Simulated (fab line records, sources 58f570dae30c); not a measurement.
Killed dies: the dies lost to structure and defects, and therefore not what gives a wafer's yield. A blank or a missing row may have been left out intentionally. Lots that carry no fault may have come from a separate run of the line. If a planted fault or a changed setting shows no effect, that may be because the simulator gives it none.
8D (eight disciplines) problem report, filled in by code :: flow berkeley_cmos170 :: the parts of the form that need people (team, actions taken, sign-off) are left out

== 1. THE ISSUE ==
cd_nm at UCB170_M1_CD_MEAS_90 reads a mean of 687.9 nm on 5 wafers of 3 lots; wafers without a fault read 700.1 nm with a standard deviation of 2.4. That is -5.1 standard deviations from the usual mean.
The step: target cd 700 nm.
First seen on wafer L179.6, day 11 08:01, on cd_sem-02. At this step, 45 wafers from 15 lots have a number in the record. The rule behind "out" and "out of limits": a value lying over 4 standard deviations away from the usual mean. All remaining wafers that have a number are taken as sound.

== 2. WHAT IT IS AND WHAT IT IS NOT ==
question: which readings at this step
is: cd_nm
is not: -

question: which lots
is: L179, L181, L182
is not: L165, L167, L169, L170, L171, L172, L173, L174, L176, L177, L184, L185

question: which wafers of those lots
is: L179.6, L181.2, L181.4, L182.1, L182.6
is not: L179.1, L179.3, L181.5, L182.2

question: read on which gauges
is: cd_sem-02
is not: cd_sem-01

question: when
is: from day 11 08:01
is not: up to then (32 sound wafers); but 8 sound wafers of L181, L182, L184, L185 came after

== 3. THE SUSPECTS, EACH WITH WHAT RULES IT OUT ==
Counting: a tool at a process step up to the reading stays a suspect if it ran every lot that is out. Sound lots after the first of them don't rule it out here, since some wafers of a struck lot are sound.
- the gauge at UCB170_M1_CD_MEAS_90: ruled out. All the wafers that are out were read on cd_sem-02, but those of them that UCB170_M1_METAL_ETCH_12 has rows for are out there too, on other tools.
- rie_metal-01 at UCB170_M1_METAL_ETCH_12 (etches Al in Cl2/BCl3, stops on PSG, target depth 780 nm, time 130 s): kept. Ran every lot that is out, first one L179 (day 11 07:47); last sound lot up to then L173 (day 10 01:30). Out on those wafers are its own readings of rf_fwd_power_W.
- At UCB170_M1_METAL_ETCH_12 on rie_metal-01, chamber 1 took the sound wafers of the same lots and chamber 0 took the wafers that are out.
After counting, what remains is rie_metal-01 at UCB170_M1_METAL_ETCH_12.

== 4. THE CAUSE (what the simulator had put in) ==
rie_metal-01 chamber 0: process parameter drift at UCB170_M1_METAL_ETCH_12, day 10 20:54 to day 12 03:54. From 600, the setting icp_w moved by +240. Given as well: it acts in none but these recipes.
This tool alone remained once counting was done.

== 5. SEQUENCE OF EFFECTS, ordered by route ==
One row per reading whose mean, taken over the struck wafers that have a number, lies over 3 standard deviations from the usual. Only readings whose record carries a usual standard deviation are examined. hours: median over the lots of the time between each lot's start at the first step of this table that gives one and its start at this step. sigmas: the change, counted in usual standard deviations.
hours: 0
step: UCB170_M1_METAL_ETCH_12
reading: rf_fwd_power_W
usual: 596.8 W
on struck wafers: 836.5
change: +239.7
sigmas: +99 or more

hours: 0
step: UCB170_M1_STRIP_13
reading: oes_product_au
usual: 0.720 a.u.
on struck wafers: 0.600
change: -0.120
sigmas: -28

hours: 0
step: UCB170_M1_CD_MEAS_90
reading: cd_nm
usual: 700.1 nm
on struck wafers: 687.9
change: -12.2
sigmas: -5.1
Process steps it contains:
- UCB170_M1_METAL_ETCH_12: etches Al in Cl2/BCl3, stops on PSG, target depth 780 nm, time 130 s.
- UCB170_M1_STRIP_13: strips in O2.
Later steps that measure or inspect, where all struck wafers having a row at the step show a number for every such reading and not one has moved that far: UCB170_M2_OVL_MEAS_16.

== 6. HOW IT WOULD HAVE BEEN CAUGHT EARLIER ==
In this record the first reading out of limits at a measuring or inspecting step was taken at day 11 08:01, 11 hours after the fault began at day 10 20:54.
Tool's own readings at UCB170_M1_METAL_ETCH_12, rf_fwd_power_W: out on all struck wafers the step has rows for; an alarm limit on them would have tripped on the first.
Among the 3 lots that are out, L182, L181 began UCB170_M1_METAL_ETCH_12 on rie_metal-01 after day 11 08:01. A hold on the tool at that time would have spared those 2.
